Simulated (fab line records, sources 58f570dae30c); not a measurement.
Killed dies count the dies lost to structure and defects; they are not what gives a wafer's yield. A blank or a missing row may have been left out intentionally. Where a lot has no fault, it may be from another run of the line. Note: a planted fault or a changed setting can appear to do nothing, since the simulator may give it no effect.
Split-lot trial ; flow berkeley cmos170 ; 5 lots, 23 wafers read, on a route of 331 steps

## THE SPLIT ITSELF
At UCB170_M2_PEB_13, the setting peb temp c was moved away from the recipe's 130 C on 9 of the 23 wafers read, by -2.6% to -1.1%. All remaining wafers had this setting at the recipe value.

## FROM THE SPLIT TO THE READING: what the file shows between them, 5 steps
- UCB170_M2_DEVELOP_14: develop time 45 s
- UCB170_M2_CD_MEAS_15: target cd 700 nm
- UCB170_M2_ETCH_17: etches BARC in N2/H2
- UCB170_M2_METAL_ETCH_18: etches Al in Cl2/BCl3, stops on SiO2, target depth 1170 nm, time 195 s
- UCB170_M2_STRIP_19: strips in O2

## THE READING
cd nm, in nm, at UCB170_M2_CD_MEAS_90 (target cd 700 nm). A value of 697 nm with a standard deviation of 3.6 nm is what fault-free wafers of this fab line usually give.

wafer;tool, chamber at the split;peb temp c as run, C;against the recipe;cd nm, nm;against lot-mates on the recipe
L074.1;litho track-03, 0;130;recipe;705;-
L074.2;litho track-03, 0;126.6;-2.6%;726;+24
L074.3;litho track-03, 0;126.6;-2.6%;730;+28
L074.5;litho track-03, 0;126.6;-2.6%;730;+28
L074.6;litho track-03, 0;130;recipe;699;-
L076.4;litho track-02, 0;130;recipe;701;-
L076.5;litho track-02, 0;130;recipe;706;-
L076.6;litho track-02, 0;130;recipe;696;-
L077.1;litho track-02, 0;128.6;-1.1%;713;+13
L077.2;litho track-02, 0;130;recipe;700;-
L077.3;litho track-02, 0;130;recipe;699;-
L077.4;litho track-02, 0;128.6;-1.1%;711;+11
L077.6;litho track-02, 0;130;recipe;700;-
L078.1;litho track-02, 0;130;recipe;698;-
L078.2;litho track-02, 0;127.4;-2.0%;712;+15
L078.3;litho track-02, 0;130;recipe;699;-
L078.4;litho track-02, 0;127.4;-2.0%;711;+14
L078.6;litho track-02, 0;130;recipe;695;-
L082.1;litho track-04, 0;127.4;-2.0%;716;+17
L082.2;litho track-04, 0;130;recipe;701;-
L082.3;litho track-04, 0;130;recipe;700;-
L082.4;litho track-04, 0;130;recipe;695;-
L082.6;litho track-04, 0;127.4;-2.0%;715;+16

THE FIT
A straight line over all 23 wafers: cd nm changes by -9.5 nm for each +1% of peb temp c; r = -0.93; the points scatter about the line by 4 nm.
The same after taking each lot's own level away (the mean of its wafers on the recipe; 23 wafers): -9.27 nm for each +1%; r = -0.96; scatter 3 nm.
According to that fit, moving peb temp c by its largest amount changes the reading by 24 nm.
Measured against the standard deviation above, the lots' own levels, which go from 697.3 to 702.0 nm, span 1.3 times it.
The two slopes agree, so the slope changes little with the lot-to-lot level.
Check: for one of the wafers moved furthest among these (-2.6%), held out of the fit, the line's prediction against its lot-mates is +24.3 nm. It came out at +24 nm against them.

## THE OTHER SPLITS THESE WAFERS WENT THROUGH
These wafers also went through other splits before the reading. Each is held against what the fit with the lots' levels taken away leaves over:
other split on the same wafers;wafers away from the commonest value;r with cd nm (lot level and that fit taken away)
UCB170_M2_SPUTTER_01 power w;7;+0.07

## THE WHOLE CHAIN: every reading that the file lists as answering this split, in the file's order
step;what it does;reading;change (the file's fit);r (the file's)
UCB170_M2_CD_MEAS_15;target cd 700 nm;cd nm;-9.77 nm for each +1% of the setting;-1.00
UCB170_M2_ETCH_17;etches BARC in N2/H2;M2.cd nm (the simulator's own value, which no gauge read);-9.63 nm for each +1% of the setting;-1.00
UCB170_M2_METAL_ETCH_18;etches Al in Cl2/BCl3, stops on SiO2, target depth 1170 nm, time 195 s;M2.cd nm (the simulator's own value, which no gauge read);-9.11 nm for each +1% of the setting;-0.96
UCB170_M2_CD_MEAS_90;target cd 700 nm;cd nm;-9.11 nm for each +1% of the setting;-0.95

## THE FILE'S OWN FIT
cd nm changes by -9.11 nm for each +1% of peb temp c, r = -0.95.
